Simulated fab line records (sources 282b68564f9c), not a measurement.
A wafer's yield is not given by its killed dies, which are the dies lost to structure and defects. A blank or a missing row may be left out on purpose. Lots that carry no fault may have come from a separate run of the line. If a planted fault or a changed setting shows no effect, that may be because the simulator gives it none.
fab line records | flow rit-cmos
record lots=6 wafers=18 last-day=7
route steps=202 shown CONTACT@177 M1@184
lots with no fault: from the same line, run without faults
start-h: hours from the record's opening day to when the first of the lot's shown wafers began | wait-h: hours from the lot's prior step to this one | " same as the row above | L1.1+2: several wafers, shown together as one row | - no value present, or no start provided | * or withheld: withheld | < > ~ a bound
route shown NAME@n: a module of which the file shows steps, and the number in the route of the first | usual: average and standard deviation across the fault-free wafers | same: alike in all rows | chamber/n: place in a boat | sites: readings site by site | _std_site: their standard deviation | _edge_site: mean of outer sites minus mean of inner sites | radius-mm: for every site, how far away it sits from the centre of the wafer | mask NAME#n: copy n | behind: the last tool/chamber to shape the wafer | hold: why the lot went on hold/how many hours it stayed there/how the hold came to an end | device: the transistor (n, p or np) that didn't switch | end of line: the same wafers' tests at the end of the route | a step given without rows: its recipe and nothing more | killed: count of dies lost to structure and defects at first sort (not the wafer's yield) | map: dies across one wafer; x = killed, . = not, _ = none there
set.NAME: the setting as run; set.NAME@STEP: as run at that earlier step | model.NAME: the simulator's own value behind a step, which no gauge read
lots at selected steps of the route; one table per step, one row per wafer
services: from which hour (start-h, from the record's first day; less than 0 if before it) a tool's chamber was out of use, for how many hours, and why
## steps
# step RIT_CONTACT_OVL_MEAS_09
# usual CONTACT_OVL=-0.5/1.6
# columns lot.wafer tool chamber start-h wait-h CONTACT_OVL[nm]
L769.1 overlay-02 - 69.65 0.1 0.1
L769.2 " - " " 0.9
L769.3 " - " " 0.5
L770.2 overlay-01 - 74.35 0.1 0.7
L770.4 " - " " -0.1
L770.5 " - " " 0.7
L775.2 overlay-01 - 105.84 0.1 -1.3
L775.3 " - " " -1.5
L775.4 " - " " -0.9
L776.2 overlay-02 - 106.14 0.1 -1.6
L776.3 " - " " -1.4
L776.5 " - " " 0.0
L777.2 overlay-01 - 121.27 0.1 -0.9
L777.3 " - " " 1.7
L777.4 " - " " 0.2
L784.1 overlay-02 - 160.00 0.1 -1.3
L784.2 " - " " -0.6
L784.4 " - " " -1.4
# step RIT_CONTACT_HARDBAKE_10
# recipe resist=NOVOLAK temp-c=140 time-s=60
# step RIT_CONTACT_ETCH_11
# recipe target-depth-a=4800 over-etch-frac=0.2 stop-on=TiSi2 chemistry=CHF3/CF4/Ar target=SiO2 CHF3_flow_sccm=50 cf4-flow-sccm=10 Ar_flow_sccm=100 O2_flow_sccm=5 pressure-mtorr=100 rf-w=200 time-s=310.5
# usual drypump-motor-current-A=5.6/0.37 mfc-ar-sccm=99.98/0.26 oes-product-au=0.988/0.016 throttle-valve-pct=8.89/0.1
# same time-s=310.5
# columns lot.wafer tool chamber start-h wait-h drypump-motor-current-A mfc-ar-sccm oes-product-au rf-hours-counter-h throttle-valve-pct
L769.1 rie-diel-04 3 69.87 0.1 5.6 99.73 0.965 8 8.97
L769.2 " 0 " " 5.8 99.40 0.993 55 8.98
L769.3 " 2 " " 5.6 100.05 0.998 30 8.94
L770.2 rie-diel-01 1 74.53 0.1 5.9 99.61 0.969 11 8.65
L770.4 " 3 " " 5.8 99.53 0.981 - 8.97
L770.5 " 0 " " 5.0 99.97 1.009 - 8.90
L775.2 rie-diel-03 3 106.02 0.1 6.0 100.31 0.987 109 8.82
L775.3 " 0 " " 6.2 100.18 1.005 110 8.88
L775.4 " 2 " " 6.3 100.24 0.964 - 8.91
L776.2 rie-diel-04 3 106.32 0.1 5.6 99.71 0.964 9 8.98
L776.3 " 2 " " 5.7 99.94 1.000 31 8.93
L776.5 " 3 " " 5.6 100.40 0.953 - 8.97
L777.2 rie-diel-04 2 121.45 0.1 5.6 99.57 0.996 31 8.94
L777.3 " 3 " " 5.6 99.80 0.960 9 9.00
L777.4 " 0 " " 5.8 100.45 0.992 56 8.99
L784.1 rie-diel-04 3 160.19 0.1 5.6 99.73 0.962 9 8.97
L784.2 " 0 " " 5.7 99.79 0.998 57 8.99
L784.4 " 1 " " 5.0 99.97 1.003 21 8.92
# step RIT_CONTACT_STRIP_12
# recipe chemistry=O2 time-s=180 resist=NOVOLAK platen-temp-c=withheld power-w=500 pressure-mtorr=4000 o2-flow-sccm=4000
# usual drypump-motor-current-A=5.8/0.47
# same time-s=180
# columns lot.wafer tool chamber start-h wait-h drypump-motor-current-A rf-hours-counter-h
L769.1 plasma-asher-02 1 70.06 0.1 6.3 44
L769.2 " 0 " " 6.6 44
L769.3 " 1 " " 6.3 -
L770.2 plasma-asher-02 0 74.73 0.1 6.6 45
L770.4 " 0 " " 6.6 -
L770.5 " 1 " " 6.3 -
L775.2 plasma-asher-01 0 106.21 0.1 5.8 49
L775.3 " 0 " " 5.8 -
L775.4 " 1 " " 5.5 -
L776.2 plasma-asher-04 0 106.51 0.1 5.3 43
L776.3 " 1 " " 5.2 -
L776.5 " 1 " " 5.2 -
L777.2 plasma-asher-02 1 121.64 0.1 6.3 49
L777.3 " 0 " " 6.6 -
L777.4 " 1 " " 6.3 -
L784.1 plasma-asher-01 1 160.38 0.1 5.5 5
L784.2 " 0 " " 5.8 5
L784.4 " 0 " " 5.9 -
# step RIT_CONTACT_CD_MEAS_90
# recipe target-cd-nm=1000
# usual cd-nm=1000.1/2.5
# columns lot.wafer tool chamber start-h wait-h cd-nm
L769.1 cd-sem-01 - 70.24 0.1 996.4
L769.2 " - " " 997.7
L769.3 " - " " 999.9
L770.2 cd-sem-01 - 74.92 0.1 995.6
L770.4 " - " " 996.9
L770.5 " - " " 997.6
L775.2 cd-sem-02 - 106.41 0.1 1002.2
L775.3 " - " " 1005.6
L775.4 " - " " 1002.8
L776.2 cd-sem-01 - 106.71 0.1 999.8
L776.3 " - " " 998.8
L776.5 " - " " 998.9
L777.2 cd-sem-02 - 121.84 0.1 1005.9
L777.3 " - " " 1004.5
L777.4 " - " " 1005.3
L784.1 cd-sem-01 - 160.56 0.1 997.8
L784.2 " - " " 997.7
L784.4 " - " " 999.1
# step RIT_CONTACT_CLEAN_13
# recipe chemistry=SC1 mix=3:3:50 time-s=600 temp-c=75
# step RIT_CONTACT_CLEAN_14
# recipe chemistry=SC2 mix=3:3:50 time-s=600 temp-c=75 dry=n2-spin
# step RIT_M1_SPUTTER_00
# recipe material=Al target-thk-nm=400 power-w=2000 chamber-pressure-pa=0.4 gas=Ar time-s=500 substrate-temp-c=25
# usual chamber-pressure-pa=0.4001/0.00083 throttle-valve-pct=29.9/1.1
# same time-s=500
# columns lot.wafer tool chamber start-h wait-h chamber-pressure-pa throttle-valve-pct
L769.1 pvd-sputter-04 - 70.71 0.0 0.4005 29.2
L769.2 " - " " 0.3997 31.9
L769.3 " - " " 0.3996 30.1
L770.2 pvd-sputter-02 - 75.37 0.0 0.3999 30.6
L770.4 " - " " 0.3996 31.2
L770.5 " - " " 0.3992 29.5
L775.2 pvd-sputter-01 - 106.87 0.0 0.3996 29.7
L775.3 " - " " 0.3984 31.0
L775.4 " - " " 0.4006 29.6
L776.2 pvd-sputter-02 - 107.17 0.0 0.3996 28.3
L776.3 " - " " 0.4005 29.7
L776.5 " - " " 0.3996 31.0
L777.2 pvd-sputter-04 - 122.46 0.0 0.3999 29.0
L777.3 " - " " 0.4018 32.0
L777.4 " - " " 0.3988 29.4
L784.1 pvd-sputter-04 - 161.05 0.0 0.3996 29.4
L784.2 " - " " 0.3984 29.2
L784.4 " - " " 0.3987 30.2
# step RIT_M1_RS_MEAS_01
# recipe thk-meas-gauge=four-point-probe reads=Al_of_M1_SPUTTER_00
# usual M1_AL_RS=0.0733/0.00065
# columns lot.wafer tool chamber start-h wait-h M1_AL_RS[ohm/sq]
L769.1 film-metro-02 - 71.00 0.1 0.0731
L769.2 " - " " 0.0735
L769.3 " - " " 0.0739
L770.2 film-metro-02 - 75.68 0.2 0.0728
L770.4 " - " " 0.0741
L770.5 " - " " 0.0733
L775.2 film-metro-02 - 107.19 0.2 0.0730
L775.3 " - " " 0.0732
L775.4 " - " " 0.0730
L776.2 film-metro-01 - 107.49 0.2 0.0721
L776.3 " - " " 0.0727
L776.5 " - " " 0.0736
L777.2 film-metro-02 - 122.78 0.2 0.0740
L777.3 " - " " 0.0743
L777.4 " - " " 0.0740
L784.1 film-metro-02 - 161.34 0.1 0.0743
L784.2 " - " " 0.0736
L784.4 " - " " 0.0746
# step RIT_M1_THK_MEAS_02
# recipe thk-meas-gauge=xrf reads=Al_of_M1_SPUTTER_00
# usual M1_AL_THK=402/4.4
# columns lot.wafer tool chamber start-h wait-h M1_AL_THK[nm]
L769.1 film-metro-02 - 71.12 0.1 403
L769.2 " - " " 398
L769.3 " - " " 398
L770.2 film-metro-02 - 75.79 0.1 400
L770.4 " - " " 397
L770.5 " - " " 398
L775.2 film-metro-02 - 107.30 0.1 402
L775.3 " - " " 400
L775.4 " - " " 403
L776.2 film-metro-01 - 107.60 0.1 413
L776.3 " - " " 410
L776.5 " - " " 403
L777.2 film-metro-02 - 122.89 0.1 396
L777.3 " - " " 395
L777.4 " - " " 394
L784.1 film-metro-02 - 161.46 0.1 396
L784.2 " - " " 398
L784.4 " - " " 389
# step RIT_M1_HMDS_03
# recipe prime-time-s=60 prime-temp-c=140
# step RIT_M1_COAT_04
# recipe resist=NOVOLAK spin-rpm=2000 resist-thk-nm=1300
# step RIT_M1_SOFTBAKE_05
# recipe resist=NOVOLAK temp-c=90 time-s=60
# usual chill-plate-temp-C=23.01/0.1 heater-power-total-W=34.56/0.048 plate-temp-C=90.00/0.14
# same time-s=60
# columns lot.wafer tool chamber start-h wait-h chill-plate-temp-C heater-power-total-W plate-temp-C model.NOVOLAK_of_M1_COAT_04.thk-nm
L769.1 litho-track-03 0 71.48 0.1 22.99 34.49 89.89 1298
L769.2 " 0 " " 22.97 34.56 90.16 1302
L769.3 " 0 " " 23.00 34.61 89.97 1297
L770.2 litho-track-01 0 76.17 0.1 22.98 34.54 90.11 1295
L770.4 " 0 " " 22.96 34.55 89.88 1292
L770.5 " 0 " " 23.01 34.56 90.11 1294
L775.2 litho-track-01 0 107.67 0.1 22.86 35.80 92.43 1292
L775.3 " 0 " " 23.09 35.82 92.20 1294
L775.4 " 0 " " 22.90 35.78 92.52 1297
L776.2 litho-track-02 0 107.97 0.1 22.92 34.57 89.84 1305
L776.3 " 0 " " 22.80 34.66 90.05 1307
L776.5 " 0 " " 22.74 34.54 90.12 1305
L777.2 litho-track-01 0 123.26 0.1 22.99 35.81 92.10 1287
L777.3 " 0 " " 23.17 35.86 92.12 1289
L777.4 " 0 " " 23.13 35.73 92.15 1287
L784.1 litho-track-03 0 161.95 0.1 23.20 34.55 89.88 1298
L784.2 " 0 " " 23.12 34.62 89.85 1298
L784.4 " 0 " " 23.30 34.54 89.90 1298
# step RIT_M1_EXPOSE_06
# recipe mask-id=M12 na=0.6 source-shape=conventional sigma-outer=0.5 target-cd-nm=2600 dose-mj=255
# step RIT_M1_PEB_07
# recipe resist=NOVOLAK temp-c=withheld time-s=withheld
# step RIT_M1_DEVELOP_08
# recipe resist=NOVOLAK develop-time-s=68 dev-temp-c=23
# usual chill-plate-temp-C=23.01/0.11
# same develop-time-s=68
# columns lot.wafer tool chamber start-h wait-h chill-plate-temp-C model.NOVOLAK_of_M1_COAT_04.thk-nm
L769.1 litho-track-02 0 - - 23.26 1297
L769.2 " 0 " " 23.18 1301
L769.3 " 0 " " 23.25 1297
L770.2 litho-track-01 0 - - 23.09 1295
L770.4 " 0 " " 22.98 1291
L770.5 " 0 " " 22.97 1294
L775.2 litho-track-01 0 - - 23.08 1292
L775.3 " 0 " " 22.99 1294
L775.4 " 0 " " 23.08 1296
L776.2 litho-track-02 0 - - 22.86 1305
L776.3 " 0 " " 22.95 1307
L776.5 " 0 " " 22.81 1305
L777.2 litho-track-01 0 - - 23.04 1287
L777.3 " 0 " " 23.26 1288
L777.4 " 0 " " 23.16 1286
L784.1 litho-track-02 0 - - 23.06 1298
L784.2 " 0 " " 22.88 1298
L784.4 " 0 " " 23.02 1298
# step RIT_M1_CD_MEAS_09
# recipe target-cd-nm=2600
# usual cd-nm=2600.1/1.9
# columns lot.wafer tool chamber start-h wait-h cd-nm
L769.1 cd-sem-02 - 72.06 - 2597.3
L769.2 " - " " 2598.8
L769.3 " - " " 2596.2
L770.2 cd-sem-02 - 76.87 - 2602.1
L770.4 " - " " 2601.6
L770.5 " - " " 2603.0
L775.2 cd-sem-02 - 108.37 - 2599.3
L775.3 " - " " 2600.1
L775.4 " - " " 2600.9
L776.2 cd-sem-01 - 108.67 - 2601.3
L776.3 " - " " 2600.8
L776.5 " - " " 2600.8
L777.2 cd-sem-01 - 124.04 - 2599.4
L777.3 " - " " 2599.8
L777.4 " - " " 2600.3
L784.1 cd-sem-02 - 162.53 - 2599.6
L784.2 " - " " 2600.6
L784.4 " - " " 2602.3
# step RIT_M1_PROBE_99
# usual defect-limited-yield=97.5/1.1 killed_at_M0_to_M3=0.0/0.12 killed-at-front-end=6.6/2.9 killed-dies=6.7/3 killed-open=3.5/2.1 killed-short=3.2/1.8 sort_bin_3_pad_short=0.1/0.19 sort_bin_5_function=1.4/0.84 sort_bin_6_memory=1.0/0.67 sort-n-pass=257.3/3 sort-yield-pct=97.5/1.1
# same gross-dies=264 killed_at_M4_up=0 killed-at-back-side=0 killed-at-contacts=0 killed-at-other=0
# columns lot.wafer tool chamber start-h wait-h defect-limited-yield[%] killed_at_M0_to_M3 killed-at-front-end killed-dies killed-open killed-short sort_bin_3_pad_short[%] sort_bin_5_function[%] sort_bin_6_memory[%] sort-n-pass sort-yield-pct[%]
L769.1 prober-01 - 74.73 0.1 98.9 0 3 3 1 2 0 0.4 0.8 261.0 98.9
L769.2 prober-01 - 74.78 0.1 97.3 0 7 7 4 3 0 1.1 1.5 257.0 97.3
L769.3 prober-01 - 74.83 0.2 98.5 0 4 4 2 2 0 0.8 0.8 260.0 98.5
L770.2 prober-01 - 79.56 0.1 94.7 0 14 14 9 5 0 2.7 2.7 250.0 94.7
L770.4 prober-01 - 79.66 0.2 96.2 0 10 10 6 4 0 3.0 0.8 254.0 96.2
L770.5 prober-01 - 79.71 0.2 96.6 0 9 9 9 0 0 0.8 2.7 255.0 96.6
L775.2 prober-01 - 111.06 0.1 98.1 0 5 5 3 2 0.4 1.1 0.4 259.0 98.1
L775.3 prober-01 - 111.11 0.2 97.0 0 8 8 5 3 0 2.3 0.8 256.0 97.0
L775.4 prober-01 - 111.16 0.2 96.6 0 9 9 6 3 0.4 0.8 2.3 255.0 96.6
L776.2 prober-02 - 112.56 0.1 98.1 0 5 5 2 3 0 1.5 0.4 259.0 98.1
L776.3 prober-02 - 112.61 0.2 97.3 0 7 7 3 4 0 1.1 1.5 257.0 97.3
L776.5 prober-02 - 112.71 0.2 96.6 0 9 9 4 5 0 2.7 0.8 255.0 96.6
L777.2 prober-01 - 126.90 0.1 98.5 0 4 4 1 3 0 0.8 0.8 260.0 98.5
L777.3 prober-01 - 126.95 0.2 97.0 0 8 8 4 4 0 2.3 0.8 256.0 97.0
L777.4 prober-01 - 127.00 0.2 97.3 1 6 7 4 3 0.4 1.1 1.1 257.0 97.3
L784.1 prober-02 - 172.66 0.1 95.8 0 11 11 8 3 0.4 1.9 1.9 253.0 95.8
L784.2 prober-02 - 172.71 0.1 96.2 0 10 10 6 4 0 2.3 1.5 254.0 96.2
L784.4 prober-02 - 172.81 0.2 94.7 0 14 14 8 6 0 3.8 1.5 250.0 94.7
# killed by level:class
L769.1 GATE:geometric-particle:short=1 GATE:geometric-particle:open=1 SILICIDE:geometric-particle:short=1
L769.2 SILICIDE:geometric-particle:open=3 SILICIDE:geometric-particle:short=2 GATE:geometric-particle:open=1 SPACER:geometric-particle:short=1
L769.3 FOX1:geometric-particle:short=1 FOX1:geometric-particle:open=1 SILICIDE:geometric-particle:short=1 SILICIDE:geometric-particle:open=1
L770.2 GATE:geometric-particle:open=3 SPACER:geometric-particle:open=3 SILICIDE:geometric-particle:open=3 REOX:geometric-particle:short=2 FOX1:geometric-particle:short=1 GATE:geometric-particle:short=1 SILICIDE:geometric-particle:short=1
L770.4 FOX1:geometric-particle:open=3 GATE:geometric-particle:open=2 SILICIDE:geometric-particle:short=2 FOX1:geometric-particle:short=1 SPACER:geometric-particle:short=1 SILICIDE:geometric-particle:open=1
L770.5 SILICIDE:geometric-particle:open=3 FOX2:geometric-particle:open=2 REOX:geometric-particle:open=2 GATE:geometric-particle:open=1 SPACER:geometric-particle:open=1
L775.2 GATE:geometric-particle:open=2 REOX:geometric-particle:short=1 SPACER:geometric-particle:open=1 SPACER:geometric-particle:short=1
L775.3 FOX1:geometric-particle:open=2 GATE:geometric-particle:open=2 FOX1:geometric-particle:short=1 GATE:geometric-particle:short=1 REOX:geometric-particle:short=1 REOX:geometric-particle:open=1
L775.4 FOX1:geometric-particle:open=3 GATE:geometric-particle:open=2 GATE:geometric-particle:short=1 REOX:geometric-particle:short=1 SPACER:geometric-particle:short=1 SPACER:geometric-particle:open=1
L776.2 SPACER:geometric-particle:short=2 FOX1:geometric-particle:open=1 FOX2:geometric-particle:open=1 GATE:geometric-particle:short=1
L776.3 FOX1:geometric-particle:short=1 FOX2:geometric-particle:short=1 GATE:geometric-particle:open=1 REOX:geometric-particle:short=1 SPACER:geometric-particle:short=1 SPACER:geometric-particle:open=1 SILICIDE:geometric-particle:open=1
L776.5 GATE:geometric-particle:open=3 GATE:geometric-particle:short=2 FOX1:geometric-particle:short=1 FOX2:geometric-particle:short=1 REOX:geometric-particle:open=1 SPACER:geometric-particle:short=1
L777.2 GATE:geometric-particle:short=3 GATE:geometric-particle:open=1
L777.3 GATE:geometric-particle:open=2 REOX:geometric-particle:open=2 FOX2:geometric-particle:short=1 GATE:geometric-particle:short=1 REOX:geometric-particle:short=1 SILICIDE:geometric-particle:short=1
L777.4 GATE:geometric-particle:open=3 FOX2:geometric-particle:short=1 GATE:geometric-particle:short=1 REOX:geometric-particle:open=1 M1:geometric-particle:short=1
L784.1 REOX:geometric-particle:open=4 FOX1:geometric-particle:short=1 FOX1:geometric-particle:open=1 GATE:geometric-particle:short=1 GATE:geometric-particle:open=1 REOX:geometric-particle:short=1 SPACER:geometric-particle:open=1 SILICIDE:geometric-particle:open=1
L784.2 REOX:geometric-particle:open=3 REOX:geometric-particle:short=2 SPACER:geometric-particle:open=2 GATE:geometric-particle:short=1 SILICIDE:geometric-particle:open=1 SILICIDE:geometric-particle:short=1
L784.4 GATE:geometric-particle:short=4 SILICIDE:geometric-particle:open=3 GATE:geometric-particle:open=2 SILICIDE:geometric-particle:short=2 FOX1:geometric-particle:open=1 REOX:geometric-particle:open=1 SPACER:geometric-particle:open=1
## services
# columns tool chamber start-h hours kind
rie-diel-03 2 51.93 - clean
rie-diel-03 2 51.93 17.4 scheduled-down
rie-diel-03 2 51.93 17.4 vent-cycle
rie-diel-01 2 64.04 10.2 repair
rie-diel-01 2 74.24 - clean
rie-diel-01 2 74.24 33.3 scheduled-down
rie-diel-01 2 74.24 33.3 vent-cycle
rie-diel-03 2 81.55 8.1 repair
rie-diel-04 - 90.44 2.9 repair
rie-diel-03 1 104.77 2.6 repair
plasma-asher-01 - 108.75 9.0 pm
plasma-asher-01 0 108.75 9.0 vent-cycle
plasma-asher-01 1 108.75 9.0 vent-cycle
plasma-asher-02 - 111.76 0.5 repair
plasma-asher-01 0 117.75 - clean
plasma-asher-01 1 117.75 - clean
plasma-asher-02 - 127.91 2.8 pm
rie-diel-03 1 134.34 5.9 repair
pvd-sputter-02 - 143.40 3.7 repair
rie-diel-04 3 147.36 4.4 repair
pvd-sputter-01 - 159.56 1.3 repair
rie-diel-03 2 161.99 16.0 repair
## key
first-sign step=RIT_M1_SOFTBAKE_05 reading=heater-power-total-W direction=up sigmas=26 usual=34.56 struck=35.80
effect step=RIT_M1_SOFTBAKE_05 reading=plate-temp-C direction=up sigmas=16 usual=* struck=*
model-effect step=RIT_M1_SOFTBAKE_05 value=NOVOLAK_of_M1_COAT_04.thk-nm without=1299 struck=1291
model-effect step=RIT_M1_DEVELOP_08 value=NOVOLAK_of_M1_COAT_04.thk-nm without=1299 struck=1291
met-at RIT_M1_SOFTBAKE_05
struck-wafers L775.2,L775.3,L775.4,L777.2,L777.3,L777.4
loop-trim step=RIT_M1_EXPOSE_06 setting=dose lots=L777
onset-between 76.17 107.67
fault kind=process-parameter-drift tool=litho-track-01 chamber=- onset-h=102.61 steps=RIT_M1_SOFTBAKE_05 channel=temp-c offset=* shape=step end-h=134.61 acts-in=* stated=*
# loop-trim: a control loop set the setting to another value than it would have without faults
